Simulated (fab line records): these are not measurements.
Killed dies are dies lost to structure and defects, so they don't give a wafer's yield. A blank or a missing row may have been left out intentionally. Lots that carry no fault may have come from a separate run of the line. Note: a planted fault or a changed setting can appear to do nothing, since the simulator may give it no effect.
Check of tool commonality | flow berkeleyCmos170 | Sampled: 14 lots, 42 wafers

REASON FOR OPENING
Of 14 lots, 2 have the reading PWELL_TW flagged at UCB170_PWELL_TW_MEAS_17. Fault-free wafers read 377, with a standard deviation of 4.
Rule: flag the lot when none of its wafers has a number, or when each of its wafers that has one lies beyond 4 standard deviations from that mean. The other lots count as sound.

lot  | measured    | on           | PWELL_TW, wafer by wafer | flag
L903 | day 2 21:02 | filmMetro-02 | 372 372 370              | 
L905 | day 3 00:13 | filmMetro-04 | 375 376 375              | 
L904 | day 3 00:26 | filmMetro-03 | 381 378 381              | 
L906 | day 3 13:25 | filmMetro-02 | 376 374 376              | 
L907 | day 3 18:29 | filmMetro-02 | 377 375 377              | 
L908 | day 4 01:00 | filmMetro-02 | 371 371 372              | 
L909 | day 4 05:22 | filmMetro-03 | 382 381 381              | 
L917 | day 5 23:53 | filmMetro-03 | 318 319 319              | FLAGGED
L919 | day 6 06:00 | filmMetro-02 | 309 310 311              | FLAGGED
L923 | day 7 05:26 | filmMetro-02 | 373 374 371              | 
L922 | day 7 05:42 | filmMetro-03 | 382 381 382              | 
L924 | day 7 14:03 | filmMetro-03 | 380 380 379              | 
L925 | day 7 17:03 | filmMetro-03 | 381 382 383              | 
L926 | day 7 21:50 | filmMetro-03 | 382 383 382              | 
Average over the flagged lots: 314; offset from the usual -63, equal to -16 standard deviations.

WHICH TOOL EACH LOT WENT THROUGH
The record holds 1 process step before the reading, out of a route of 331 steps. Read each cell as the tool, then ch plus the chambers that the sampled wafers visited, then the start.
lot  | flag    | UCB170_PWELL_IMPLANT_15
L903 |         | implanter-01 ch 0, day 2 20:48
L905 |         | implanter-04 ch 0, day 2 23:59
L904 |         | implanter-02 ch 0, day 3 00:13
L906 |         | implanter-02 ch 0, day 3 13:11
L907 |         | implanter-01 ch 0, day 3 18:14
L908 |         | implanter-01 ch 0, day 4 00:45
L909 |         | implanter-01 ch 0, day 4 05:07
L917 | FLAGGED | implanter-02 ch 0, day 5 23:40
L919 | FLAGGED | implanter-02 ch 0, day 6 05:46
L923 |         | implanter-01 ch 0, day 7 05:11
L922 |         | implanter-04 ch 0, day 7 05:28
L924 |         | implanter-01 ch 0, day 7 13:49
L925 |         | implanter-01 ch 0, day 7 16:49
L926 |         | implanter-01 ch 0, day 7 21:37
What these steps do:
- UCB170_PWELL_IMPLANT_15
- UCB170_PWELL_TW_MEAS_17

FLAGGED OVER TOTAL, TOOL BY TOOL (the gauges that took the reading come last)
step                    | tool         | lots run | flagged | share of the flagged lots | sound lots run after its first flagged lot
UCB170_PWELL_IMPLANT_15 | implanter-01 | 8        | 0       | none                      | -
UCB170_PWELL_IMPLANT_15 | implanter-02 | 4        | 2       | all                       | 0
UCB170_PWELL_IMPLANT_15 | implanter-04 | 2        | 0       | none                      | -
UCB170_PWELL_TW_MEAS_17 | filmMetro-02 | 6        | 1       | some                      | 1 (L923)
UCB170_PWELL_TW_MEAS_17 | filmMetro-03 | 7        | 1       | some                      | 4 (L922,L924,L925,L926)
UCB170_PWELL_TW_MEAS_17 | filmMetro-04 | 1        | 0       | none                      | -

WHAT THE TABLE ALLOWS
Rows of the table that ran each flagged lot: 1, that is implanter-02 at UCB170_PWELL_IMPLANT_15.
- implanter-02 at UCB170_PWELL_IMPLANT_15: 2 of its 4 lots flagged. Its last sound lot is L906 (day 3 13:11), its first flagged lot L917 (day 5 23:40): a fault that began between those two fits. Its own readings lie more than 4 standard deviations out on every wafer of the flagged lots: doseIonsCm2, faradayCurrentUA.
What remains is a single tool, implanter-02 at UCB170_PWELL_IMPLANT_15.

WHAT WAS PUT IN BY THE SIMULATOR
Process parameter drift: implanter-02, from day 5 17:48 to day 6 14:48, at UCB170_PWELL_IMPLANT_15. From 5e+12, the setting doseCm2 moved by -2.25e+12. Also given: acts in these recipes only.
Shown lots that were struck: L917, L919. This agrees with what the rule above found.
